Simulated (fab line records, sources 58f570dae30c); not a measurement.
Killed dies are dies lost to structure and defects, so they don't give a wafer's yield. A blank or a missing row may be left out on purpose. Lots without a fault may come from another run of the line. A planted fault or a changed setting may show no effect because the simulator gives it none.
Chamber matching | flow berkeley_cmos170 | UCB170_GATE_ETCH_15 on rie_si-02: 4 sister chambers
The step etches poly-Si in HBr/Cl2, stops on SiO2, time 56.3 s, target depth 278.2 nm. 16 wafers are shown with their chamber, then 8 later ones without.

WAFERS WITH THEIR CHAMBER
wafer  | chamber | drypump_motor_current_A (A) | throttle_valve_pct (%) | oes_product_au (a.u.)
L438.2 | 3       | 6.4                         | 26.29                  | 0.830
L438.3 | 0       | 5.0                         | 26.09                  | 0.830
L438.5 | 3       | 6.4                         | 26.28                  | 0.826
L440.1 | 3       | 6.4                         | 26.30                  | 0.822
L440.5 | 3       | 6.4                         | 26.29                  | 0.825
L440.6 | 0       | 5.0                         | 26.11                  | 0.842
L441.1 | 0       | 4.9                         | 26.10                  | 0.830
L441.2 | 2       | 5.5                         | 26.54                  | 0.838
L441.3 | 1       | 5.9                         | 26.46                  | 0.835
L445.2 | 3       | 6.4                         | 26.28                  | 0.829
L445.3 | 0       | 4.9                         | 26.10                  | 0.834
L445.4 | 1       | 5.9                         | 26.46                  | 0.829
L444.1 | 3       | 6.4                         | 26.29                  | 0.819
L444.4 | 2       | 5.5                         | 26.52                  | 0.824
L444.5 | 1       | 5.9                         | 26.46                  | 0.824
L454.1 | 1       | 5.9                         | 26.45                  | 0.845

SIGNATURES (means of the wafers above)
reading                 | chamber 0 | chamber 1 | chamber 2 | chamber 3 | scatter within a chamber
drypump_motor_current_A | 4.950     | 5.900     | 5.500     | 6.400     | 0.0289
throttle_valve_pct      | 26.1000   | 26.4575   | 26.5300   | 26.2883   | 0.00795
oes_product_au          | 0.83400   | 0.83325   | 0.83100   | 0.82517   | 0.00662
Rule: a wafer's distance from a chamber is the root of the sum, over the readings, of the square of ((its reading less the chamber's mean) divided by the reading's scatter). The wafer belongs to the nearest chamber; if the next one is less than 2 further off, it can't be placed. The scatter: the root of (the sum of the squares of (reading less its chamber's mean) over the shown wafers, divided by (wafers less chambers)).

WAFERS WITHOUT THEIR CHAMBER
wafer  | drypump_motor_current_A (A) | throttle_valve_pct (%) | oes_product_au (a.u.)
L454.3 | 5.0                         | 26.09                  | 0.839
L454.6 | 5.9                         | 26.45                  | 0.841
L456.2 | 6.4                         | 26.29                  | 0.834
L456.3 | 5.5                         | 26.53                  | 0.848
L456.5 | 4.9                         | 26.11                  | 0.827
L457.2 | 6.4                         | 26.30                  | 0.830
L457.3 | 5.5                         | 26.52                  | 0.835
L457.6 | 4.9                         | 26.09                  | 0.823

WHICH CHAMBER EACH WENT THROUGH
wafer  | from the rows above | in truth
L454.3 | 0                   | 0
L454.6 | 1                   | 1
L456.2 | 3                   | 3
L456.3 | 2                   | 2
L456.5 | 0                   | 0
L457.2 | 3                   | 3
L457.3 | 2                   | 2
L457.6 | 0                   | 0
Placed correctly: 8 of 8. Can't be placed from these rows: 0. Placed wrongly: 0.
